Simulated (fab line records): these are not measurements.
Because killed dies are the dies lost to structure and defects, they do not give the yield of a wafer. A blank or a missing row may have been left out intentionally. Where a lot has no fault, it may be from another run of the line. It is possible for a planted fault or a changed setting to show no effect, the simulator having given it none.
The tool behind it: which one?	flow rit cmos	14 lots with 42 wafers sampled at 5 steps, on a route of 202 steps

## WHAT THE GAUGES READ, wafer by wafer
RIT_WELLDRIVE_RS_MEAS_02: the measuring method here is four-point-probe.
lot	measured	on	PWELL_RS (ohm/sq)
L382	day 2 08:46	film metro-01	425.3 425.3 425.4
L383	day 2 15:08	film metro-01	427.6 427.1 426.6
L385	day 2 21:13	film metro-01	426.7 427.6 428.2
L386	day 3 05:37	film metro-01	425.8 426.6 428.3
L387	day 3 10:39	film metro-02	424.5 426.8 425.1
L389	day 4 01:04	film metro-01	426.2 428.2 428.9
L392	day 4 12:25	film metro-04	424.9 424.1 425.6
L393	day 4 16:52	film metro-02	426.0 426.8 426.7
L394	day 4 18:08	film metro-04	424.9 424.3 425.4
L399	day 6 01:37	film metro-01	425.3 424.6 424.8
L400	day 6 04:08	film metro-04	425.5 426.2 425.7
L401	day 6 08:27	film metro-04	431.8 431.0 433.1
L402	day 6 13:41	film metro-01	435.8 434.2 433.0
L405	day 7 14:11	film metro-01	425.0 425.9 424.8

RIT_CONTACT_CD_MEAS_90: target cd 1000 nm.
lot	measured	on	cd nm (nm)
L382	day 3 11:22	cd sem-02	998.2 996.4 997.9
L383	day 3 20:40	cd sem-01	1002.4 1004.7 1003.7
L385	day 4 07:50	cd sem-02	1000.1 997.7 998.9
L386	day 4 14:28	cd sem-01	999.9 1000.4 1001.3
L387	day 4 17:02	cd sem-02	1004.8 1001.7 1002.2
L389	day 5 08:50	cd sem-02	997.5 999.4 1000.3
L392	day 5 17:38	cd sem-01	1000.3 1003.1 1002.6
L393	day 6 01:23	cd sem-01	1000.7 1002.3 1002.0
L394	day 6 01:52	cd sem-02	998.9 997.4 996.3
L399	day 7 13:44	cd sem-01	1000.7 1002.6 998.7
L400	day 7 15:01	cd sem-02	1001.6 1000.0 1002.0
L401	day 7 21:23	cd sem-01	1001.2 1001.2 999.4
L402	day 7 21:43	cd sem-02	1000.2 1001.9 1001.8
L405	day 9 00:17	cd sem-02	1000.9 999.5 999.0

## TOOL THAT RAN EACH LOT (tool first, then ch and the chambers of the sampled wafers, then the start)
lot	RIT_PWELL_IMPLANT_08	RIT_NRETRO_STRIP_09	RIT_NLDD_STRIP_09
L382	implanter-03 ch 0, day 2 01:34	plasma asher-03 ch 0,1, day 2 10:11	plasma asher-03 ch 0,1, day 3 00:51
L383	implanter-03 ch 0, day 2 08:24	plasma asher-04 ch 0,1, day 2 16:47	plasma asher-03 ch 0,1, day 3 09:01
L385	implanter-03 ch 0, day 2 15:38	plasma asher-04 ch 0,1, day 2 22:51	plasma asher-03 ch 0,1, day 3 18:53
L386	implanter-03 ch 0, day 3 00:02	plasma asher-03 ch 0,1, day 3 07:06	plasma asher-02 ch 0,1, day 4 02:42
L387	implanter-03 ch 0, day 3 02:36	plasma asher-04 ch 0,1, day 3 12:05	plasma asher-01 ch 0,1, day 4 05:12
L389	implanter-01 ch 0, day 3 18:56	plasma asher-04 ch 0,1, day 4 02:38	plasma asher-03 ch 0,1, day 4 19:46
L392	implanter-01 ch 0, day 4 06:09	plasma asher-01 ch 0,1, day 4 13:50	plasma asher-02 ch 0,1, day 5 05:49
L393	implanter-03 ch 0, day 4 11:17	plasma asher-03 ch 0,1, day 4 18:17	plasma asher-03 ch 0,1, day 5 11:54
L394	implanter-03 ch 0, day 4 12:33	plasma asher-04 ch 0,1, day 4 19:41	plasma asher-02 ch 0,1, day 5 12:12
L399	implanter-01 ch 0, day 5 19:14	plasma asher-03 ch 1, day 6 03:02	plasma asher-03 ch 0,1, day 7 03:01
L400	implanter-03 ch 0, day 5 22:32	plasma asher-04 ch 0,1, day 6 05:32	plasma asher-02 ch 0,1, day 7 03:08
L401	implanter-01 ch 0, day 6 02:52	plasma asher-01 ch 0,1, day 6 09:52	plasma asher-03 ch 0,1, day 7 09:16
L402	implanter-01 ch 0, day 6 06:35	plasma asher-01 ch 0,1, day 6 15:08	plasma asher-02 ch 0,1, day 7 09:41
L405	implanter-04 ch 0, day 7 08:01	plasma asher-04 ch 1, day 7 15:36	plasma asher-02 ch 0,1, day 8 12:17
- RIT_PWELL_IMPLANT_08
- RIT_NRETRO_STRIP_09: strips in O2, time 180 s.
- RIT_NLDD_STRIP_09: strips in O2, time 180 s.

## AS READ BY THE TOOLS THEMSELVES (means over the sampled wafers that have a number; for cases with no such wafer, the mark the record gives instead)
RIT_PWELL_IMPLANT_08.
lot	tool	tilt deg (degrees)
L382	implanter-03	6.994
L383	implanter-03	7.018
L385	implanter-03	7.024
L386	implanter-03	6.972
L387	implanter-03	7.031
L389	implanter-01	7.006
L392	implanter-01	6.993
L393	implanter-03	7.016
L394	implanter-03	7.016
L399	implanter-01	6.994
L400	implanter-03	6.989
L401	implanter-01	7.001
L402	implanter-01	7.031
L405	implanter-04	6.985

RIT_NRETRO_STRIP_09.
lot	tool	drypump motor current A (A)
L382	plasma asher-03	5.7
L383	plasma asher-04	5.5
L385	plasma asher-04	5.4
L386	plasma asher-03	5.9
L387	plasma asher-04	5.8
L389	plasma asher-04	5.8
L392	plasma asher-01	5.5
L393	plasma asher-03	5.7
L394	plasma asher-04	5.4
L399	plasma asher-03	5.4
L400	plasma asher-04	5.8
L401	plasma asher-01	6.0
L402	plasma asher-01	5.5
L405	plasma asher-04	6.2

RIT_NLDD_STRIP_09.
lot	tool	drypump motor current A (A)
L382	plasma asher-03	5.9
L383	plasma asher-03	5.6
L385	plasma asher-03	5.9
L386	plasma asher-02	6.1
L387	plasma asher-01	5.5
L389	plasma asher-03	5.9
L392	plasma asher-02	6.1
L393	plasma asher-03	5.6
L394	plasma asher-02	6.1
L399	plasma asher-03	5.6
L400	plasma asher-02	6.1
L401	plasma asher-03	5.9
L402	plasma asher-02	6.1
L405	plasma asher-02	6.1

## THE ANSWER, worked out from the rows above alone
Rule: the lots themselves supply what counts as usual. Put in order of their means at a reading, lots are off if they are a third of the lots or fewer, leave a main group of 4 or more, and stand apart from it by a gap of 3 or more times the standard deviation of the main group's means; of several such gaps the widest counts. Not used: any main group whose means are identical at the precision the tables above print for the reading. Also off: a lot with no number at a reading for which 4 or more lots have one. The other lots that the step has rows for count as sound. Order of review: gauges by route order, followed by the tools' own readings, for which a lot's mean as printed above is used. At the first step where some lot is off, the reading lying furthest off is the one used; lots without a number count as furthest.
Off: L401, L402, seen at RIT_WELLDRIVE_RS_MEAS_02 (PWELL_RS). The main group has a mean of 426.0 ohm/sq with a standard deviation of 1.
A tool fits if, at a process step before that reading, it ran every lot that is off, and no sound lot after the first of them. Gauges at RIT_WELLDRIVE_RS_MEAS_02: tried the same way as those tools. One fits: RIT_PWELL_IMPLANT_08 on implanter-01. Its last sound lot is L399 (day 5 19:14), its first lot that is off L401 (day 6 02:52): a fault that began between those two fits.

## WHAT THE SIMULATOR HAD PUT IN
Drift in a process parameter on implanter-01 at RIT_PWELL_IMPLANT_08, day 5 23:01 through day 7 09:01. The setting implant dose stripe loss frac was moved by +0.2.
Struck lots among those shown: L401, L402. Same finding as the rule above.
